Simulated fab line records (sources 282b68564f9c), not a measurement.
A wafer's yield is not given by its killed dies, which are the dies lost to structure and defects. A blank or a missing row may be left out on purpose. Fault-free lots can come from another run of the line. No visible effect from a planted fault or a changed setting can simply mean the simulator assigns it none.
fab line records | flow ritCmos
record: lots: 15 wafers: 45 lastDay: 6
route steps=202 shown ACTIVE@12 PRETRO@73 GATE@97 NLDD@111
lots untouched by any fault: they come from a run of this same line in which no faults occurred
startH: start of the lot's first displayed wafer, in hours after the record's first day | waitH: time in hours since the lot's previous step | " same as the row above | L1.1+2: a single row standing in for several wafers | - no value, or no start was given | * or withheld: withheld | < > ~ a bound
route shown NAME@n: a module of which the file shows steps, and the number in the route of the first | usual: mean/standard deviation of fault-free wafers | same: alike in all rows | chamber/n: place in a boat | sites: each site's reading | _std_site: how widely they spread, as a standard deviation | _edge_site: outer sites' mean less inner sites' | radiusMm: for every site, how far away it sits from the centre of the wafer | mask NAME#n: copy n | behind: the tool/chamber that last shaped the wafer | hold: cause of the lot's hold/its duration in hours/its outcome | device: which transistor (n, p or np) failed to switch | end of line: the tests these same wafers got at the end of their route | for a step that has no rows: nothing shown but its recipe | killed: count of dies lost to structure and defects at first sort (not the wafer's yield) | map: the dies of a wafer, with x for killed, . for not killed, _ for no die there
set.NAME: the setting that was run; set.NAME@STEP: the one run at that earlier step | model.NAME: the simulator's own value behind a step, which no gauge read
a sample of lots followed through the steps of the route, with each step as a table and each wafer as a row
services: the hour from which a tool's chamber was out of use, counted from the record's first day as startH (under 0 if before that day), plus the number of hours and why
== steps ==
step: RIT_ACTIVE_CD_MEAS_11
recipe: targetCdNm: 1400
usual: cdNm: 1400.7/2.2
columns lot.wafer tool chamber startH waitH cdNm
L538.1 cdSem-01 - 14.54 - 1401.1
L538.4 " - " " 1402.6
L538.5 " - " " 1400.4
L539.1 cdSem-01 - 21.00 - 1400.9
L539.2 " - " " 1401.0
L539.4 " - " " 1400.8
L540.2 cdSem-02 - 25.50 - 1398.3
L540.3 " - " " 1398.2
L540.4 " - " " 1401.2
L541.4 cdSem-01 - 29.62 - 1406.3
L541.5 " - " " 1405.4
L541.6 " - " " 1404.8
L542.1 cdSem-01 - 35.24 - 1401.4
L542.3 " - " " 1398.7
L542.6 " - " " 1400.5
L543.3 cdSem-02 - 39.99 - 1402.3
L543.4 " - " " 1401.3
L543.5 " - " " 1401.3
L544.3 cdSem-01 - 46.42 - 1401.9
L544.4 " - " " 1402.4
L544.6 " - " " 1401.6
L545.1 cdSem-02 - 50.73 - 1404.9
L545.2 " - " " 1403.0
L545.5 " - " " 1405.3
L546.1 cdSem-01 - 54.44 - 1400.2
L546.5 " - " " 1402.8
L546.6 " - " " 1404.8
L547.1 cdSem-02 - 62.80 - 1399.8
L547.5 " - " " 1401.8
L547.6 " - " " 1402.4
L548.1 cdSem-01 - 64.93 - 1396.5
L548.4 " - " " 1397.7
L548.6 " - " " 1400.4
L549.1 cdSem-01 - 69.89 - 1397.8
L549.5 " - " " 1398.3
L549.6 " - " " 1395.5
L550.1 cdSem-02 - 78.16 - 1400.0
L550.3 " - " " 1397.7
L550.6 " - " " 1399.0
L551.4 cdSem-01 - 81.82 - 1399.3
L551.5 " - " " 1398.4
L551.6 " - " " 1400.8
L552.2 cdSem-01 - 84.89 - 1398.5
L552.3 " - " " 1400.4
L552.4 " - " " 1400.9
step: RIT_PRETRO_STRIP_09
recipe: chemistry: O2 timeS: 180 resist: NOVOLAK platenTempC: withheld powerW: 500 pressureMtorr: 4000 o2FlowSccm: 4000
usual: drypumpMotorCurrentA: 5.6/0.46 rfReflPowerW: 6.5/0.85
columns lot.wafer tool chamber startH waitH drypumpMotorCurrentA rfHoursCounterH rfReflPowerW
L538.1 plasmaAsher-03 1 33.65 0.1 6.4 25 6.4
L538.4 " 0 " " 6.0 - 6.1
L538.5 " 1 " " 6.4 - 6.5
L539.1 plasmaAsher-04 0 38.61 0.1 5.3 34 6.0
L539.2 " 1 " " 5.2 34 6.0
L539.4 " 0 " " 5.3 - 6.2
L540.2 plasmaAsher-04 1 43.96 0.1 5.2 35 6.1
L540.3 " 1 " " 5.2 - 5.8
L540.4 " 0 " " 5.3 - 6.1
L541.4 plasmaAsher-01 1 48.97 0.1 5.5 - 8.3
L541.5 " 0 " " 5.8 - 8.5
L541.6 " 1 " " 5.5 - 8.5
L542.1 plasmaAsher-04 0 52.12 0.1 5.3 36 6.4
L542.3 " 1 " " 5.2 - 6.0
L542.6 " 1 " " 5.2 - 6.0
L543.3 plasmaAsher-04 1 59.80 0.1 5.2 - 6.2
L543.4 " 0 " " 5.3 - 6.3
L543.5 " 0 " " 5.3 - 5.9
L544.3 plasmaAsher-01 1 63.72 0.1 5.5 - 8.2
L544.4 " 0 " " 5.8 - 8.0
L544.6 " 1 " " 5.5 - 8.6
L545.1 plasmaAsher-04 0 69.00 0.1 5.3 39 6.1
L545.2 " 1 " " 5.2 39 6.0
L545.5 " 0 " " 5.3 - 6.0
L546.1 plasmaAsher-04 1 77.27 0.1 5.2 40 6.0
L546.5 " 0 " " 5.3 - 6.2
L546.6 " 1 " " 5.2 - 6.2
L547.1 plasmaAsher-04 1 82.15 0.1 5.2 40 5.9
L547.5 " 1 " " 5.2 - 6.0
L547.6 " 0 " " 5.3 - 6.3
L548.1 plasmaAsher-04 1 82.47 0.1 5.2 41 6.1
L548.4 " 1 " " 5.2 - 6.1
L548.6 " 1 " " 5.1 - 6.0
L549.1 plasmaAsher-04 1 92.98 0.1 5.2 41 6.0
L549.5 " 0 " " 5.3 - 6.0
L549.6 " 1 " " 5.2 - 5.9
L550.1 plasmaAsher-03 1 99.47 0.1 6.4 27 6.3
L550.3 " 0 " " 6.0 - 6.2
L550.6 " 1 " " 6.4 - 6.9
L551.4 plasmaAsher-03 0 107.20 0.1 6.1 - 5.9
L551.5 " 1 " " 6.4 - 6.7
L551.6 " 0 " " 6.0 - 6.0
L552.2 plasmaAsher-03 1 112.64 0.1 6.4 28 6.4
L552.3 " 1 " " 6.4 - 6.5
L552.4 " 0 " " 6.0 - 6.3
step: RIT_GATE_CD_MEAS_90
recipe: targetCdNm: 150
usual: cdNm: 151.0/2.1
columns lot.wafer tool chamber startH waitH cdNm
L538.1 cdSem-01 - 39.21 0.1 149.0
L538.4 " - " " 149.2
L538.5 " - " " 149.3
L539.1 cdSem-02 - 46.39 0.1 151.5
L539.2 " - " " 149.8
L539.4 " - " " 152.8
L540.2 cdSem-01 - 52.39 0.1 153.5
L540.3 " - " " 152.8
L540.4 " - " " 151.9
L541.4 cdSem-01 - 54.31 0.1 149.4
L541.5 " - " " 147.8
L541.6 " - " " 149.8
L542.1 cdSem-01 - 58.68 0.1 151.0
L542.3 " - " " 151.4
L542.6 " - " " 151.4
L543.3 cdSem-01 - 67.21 0.1 147.3
L543.4 " - " " 148.8
L543.5 " - " " 149.7
L544.3 cdSem-01 - 69.32 0.1 150.9
L544.4 " - " " 149.8
L544.6 " - " " 151.2
L545.1 cdSem-01 - 80.77 0.1 152.6
L545.2 " - " " 153.2
L545.5 " - " " 154.0
L546.1 cdSem-02 - 85.30 0.1 151.9
L546.5 " - " " 153.1
L546.6 " - " " 152.4
L547.1 cdSem-02 - 89.16 0.1 152.0
L547.5 " - " " 154.2
L547.6 " - " " 153.4
L548.1 cdSem-02 - 89.41 0.1 152.6
L548.4 " - " " 152.8
L548.6 " - " " 152.5
L549.1 cdSem-02 - 104.38 0.1 150.4
L549.5 " - " " 152.1
L549.6 " - " " 151.4
L550.1 cdSem-01 - 110.87 0.1 152.6
L550.3 " - " " 154.7
L550.6 " - " " 154.0
L551.4 cdSem-02 - 125.61 0.1 150.1
L551.5 " - " " 149.9
L551.6 " - " " 148.4
L552.2 cdSem-02 - 128.46 0.1 150.9
L552.3 " - " " 149.9
L552.4 " - " " 150.1
step: RIT_NLDD_IMPLANT_08
recipe: species: P energyKev: 20 doseCm2: 5e+14 tiltDeg: 7
usual: endStationPressureTorr: 6.2e-06/3.3e-07 implantIonAmu: 31/0
columns lot.wafer tool chamber startH waitH endStationPressureTorr implantIonAmu
L538.1 implanter-04 0 44.19 0.1 6.7e-06 31
L538.4 " 0 " " 6.1e-06 31
L538.5 " 0 " " 6.6e-06 31
L539.1 implanter-04 0 51.33 0.1 6.3e-06 31
L539.2 " 0 " " 6.1e-06 31
L539.4 " 0 " " 6.2e-06 31
L540.2 implanter-02 0 56.95 0.1 6.7e-06 31
L540.3 " 0 " " 6.2e-06 31
L540.4 " 0 " " 6.4e-06 31
L541.4 implanter-01 0 59.66 0.1 6.3e-06 31
L541.5 " 0 " " 6.5e-06 31
L541.6 " 0 " " 6.1e-06 31
L542.1 implanter-02 0 64.06 0.1 6.6e-06 31
L542.3 " 0 " " 6.3e-06 31
L542.6 " 0 " " 5.6e-06 31
L543.3 implanter-01 0 71.36 0.1 5.6e-06 31
L543.4 " 0 " " 6.3e-06 31
L543.5 " 0 " " 6.1e-06 31
L544.3 implanter-01 0 75.11 0.1 5.8e-06 31
L544.4 " 0 " " 5.8e-06 31
L544.6 " 0 " " 6e-06 31
L545.1 implanter-01 0 85.65 0.1 6.6e-06 31
L545.2 " 0 " " 6.1e-06 31
L545.5 " 0 " " 6.3e-06 31
L546.1 implanter-04 0 91.69 0.1 6.1e-06 31
L546.5 " 0 " " 6.4e-06 31
L546.6 " 0 " " 6.4e-06 31
L547.1 implanter-04 0 95.56 0.1 6.6e-06 31
L547.5 " 0 " " 5.9e-06 31
L547.6 " 0 " " 6.5e-06 31
L548.1 implanter-01 0 95.80 0.1 6.1e-06 31
L548.4 " 0 " " 5.9e-06 31
L548.6 " 0 " " 5.8e-06 31
L549.1 implanter-02 0 111.22 0.1 6.5e-06 11
L549.5 " 0 " " 5.7e-06 11
L549.6 " 0 " " 6.2e-06 11
L550.1 implanter-01 0 122.14 0.1 5.9e-06 11
L550.3 " 0 " " 7.1e-06 11
L550.6 " 0 " " 6.2e-06 11
L551.4 implanter-01 0 130.20 0.1 6.4e-06 11
L551.5 " 0 " " 6.6e-06 11
L551.6 " 0 " " 6.1e-06 11
L552.2 implanter-01 0 132.59 0.1 6e-06 11
L552.3 " 0 " " 5.9e-06 11
L552.4 " 0 " " 6e-06 11
step: RIT_NLDD_TW_MEAS_10
usual: NLDD_TW: 2476/14
columns lot.wafer tool chamber startH waitH NLDD_TW
L538.1 filmMetro-04 - 44.51 0.1 2470
L538.4 " - " " 2467
L538.5 " - " " 2469
L539.1 filmMetro-02 - 51.66 0.1 2473
L539.2 " - " " 2481
L539.4 " - " " 2484
L540.2 filmMetro-04 - 57.26 0.1 2476
L540.3 " - " " 2468
L540.4 " - " " 2478
L541.4 filmMetro-01 - 59.94 0.1 2491
L541.5 " - " " 2496
L541.6 " - " " 2482
L542.1 filmMetro-01 - 64.38 0.1 2497
L542.3 " - " " 2493
L542.6 " - " " 2492
L543.3 filmMetro-02 - 71.65 0.1 2479
L543.4 " - " " 2482
L543.5 " - " " 2469
L544.3 filmMetro-01 - 75.40 0.1 2461
L544.4 " - " " 2480
L544.6 " - " " 2471
L545.1 filmMetro-01 - 85.97 0.1 2478
L545.2 " - " " 2478
L545.5 " - " " 2491
L546.1 filmMetro-04 - 92.02 0.1 2473
L546.5 " - " " 2471
L546.6 " - " " 2490
L547.1 filmMetro-02 - 95.88 0.1 2483
L547.5 " - " " 2471
L547.6 " - " " 2467
L548.1 filmMetro-01 - 96.12 0.1 2484
L548.4 " - " " 2481
L548.6 " - " " 2488
L549.1 filmMetro-02 - 111.54 0.1 1326
L549.5 " - " " 1325
L549.6 " - " " 1335
L550.1 filmMetro-04 - 122.47 0.1 1311
L550.3 " - " " 1312
L550.6 " - " " 1314
L551.4 filmMetro-04 - 130.48 0.1 1303
L551.5 " - " " 1300
L551.6 " - " " 1303
L552.2 filmMetro-04 - 132.90 0.1 1308
L552.3 " - " " 1303
L552.4 " - " " 1313
step: RIT_SDANNEAL_RS_MEAS_07
recipe: thkMeasGauge: four-point-probe
usual: NLDD_RS: 151.7/0.69
columns lot.wafer tool chamber startH waitH NLDD_RS[ohm/sq]
L538.1 filmMetro-01 - 52.78 0.1 151.0
L538.4 " - " " 151.9
L538.5 " - " " 151.5
L539.1 filmMetro-02 - 59.75 0.1 151.6
L539.2 " - " " 151.7
L539.4 " - " " 151.1
L540.2 filmMetro-01 - 65.39 0.1 151.8
L540.3 " - " " 152.4
L540.4 " - " " 152.1
L541.4 filmMetro-04 - 67.74 0.1 150.7
L541.5 " - " " 150.6
L541.6 " - " " 150.8
L542.1 filmMetro-04 - 72.38 0.1 151.3
L542.3 " - " " 151.1
L542.6 " - " " 151.0
L543.3 filmMetro-04 - 79.29 0.1 150.8
L543.4 " - " " 151.8
L543.5 " - " " 151.6
L544.3 filmMetro-02 - 83.18 0.1 152.2
L544.4 " - " " 152.0
L544.6 " - " " 152.0
L545.1 filmMetro-01 - 93.73 0.1 152.6
L545.2 " - " " 151.9
L545.5 " - " " 151.7
L546.1 filmMetro-01 - 99.64 0.1 152.1
L546.5 " - " " 152.1
L546.6 " - " " 151.5
L547.1 filmMetro-01 - 103.73 0.1 152.8
L547.5 " - " " 153.0
L547.6 " - " " 152.7
L548.1 filmMetro-02 - 104.08 0.1 151.9
L548.4 " - " " 151.4
L548.6 " - " " 151.5
L549.1 filmMetro-04 - 119.28 0.1 81.6
L549.5 " - " " 81.6
L549.6 " - " " 81.5
L550.1 filmMetro-01 - 130.90 0.1 81.7
L550.3 " - " " 81.7
L550.6 " - " " 81.7
L551.4 filmMetro-01 - 139.41 0.1 82.0
L551.5 " - " " 82.0
L551.6 " - " " 82.0
L552.2 filmMetro-02 - 142.56 0.1 81.6
L552.3 " - " " 81.8
L552.4 " - " " 81.6
== services ==
columns tool chamber startH hours kind
implanter-02 - 23.24 5.7 repair
plasmaAsher-03 - 42.53 45.4 repair
implanter-04 - 64.56 4.2 pm
implanter-02 - 79.35 15.3 pm
plasmaAsher-01 - 108.75 9.0 pm
plasmaAsher-01 0 108.75 9.0 ventCycle
plasmaAsher-01 1 108.75 9.0 ventCycle
implanter-01 - 114.23 5.9 pm
plasmaAsher-01 0 117.75 - clean
plasmaAsher-01 1 117.75 - clean
implanter-04 - 126.57 2.0 repair
== key ==
firstSign: step: RIT_NLDD_IMPLANT_08 reading: implantIonAmu direction: down sigmas: 99+ usual: 31 struck: 11
effect: step: RIT_NLDD_TW_MEAS_10 reading: NLDD_TW direction: down sigmas: 81 usual: 2476 struck: 1313
effect: step: RIT_SDANNEAL_RS_MEAS_07 reading: NLDD_RS direction: down sigmas: 99+ usual: 151.7 struck: 81.7
metAt RIT_NLDD_IMPLANT_08
struckLots L549,L550,L551,L552
sortLeftOut L549.1,L549.5,L549.6,L550.1,L550.3,L550.6,L551.4,L551.5,L551.6,L552.2,L552.3,L552.4
testerLeftOut L549,L550,L551,L552
notActingAt RIT_ACTIVE_CD_MEAS_11,RIT_PRETRO_STRIP_09,RIT_GATE_CD_MEAS_90
onsetBetween 95.80 111.22
fault: kind: wrongRecipeDownload tool: implanter-01,implanter-02,implanter-04 chamber: - onsetH: 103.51 steps: RIT_NLDD_IMPLANT_08 wrongRecipe.notListed: 1
testerLeftOut: of these lots the tester's yield and bins aren't shown, on N5 and GAA mostly nor the transistor test; their killed dies are dies lost to structure and defects alone, not to doping, threshold or leakage, so they don't give the yield
sortLeftOut: the simulated sort isn't trusted on such a fault, so these wafers' sort isn't shown, and their yield isn't known
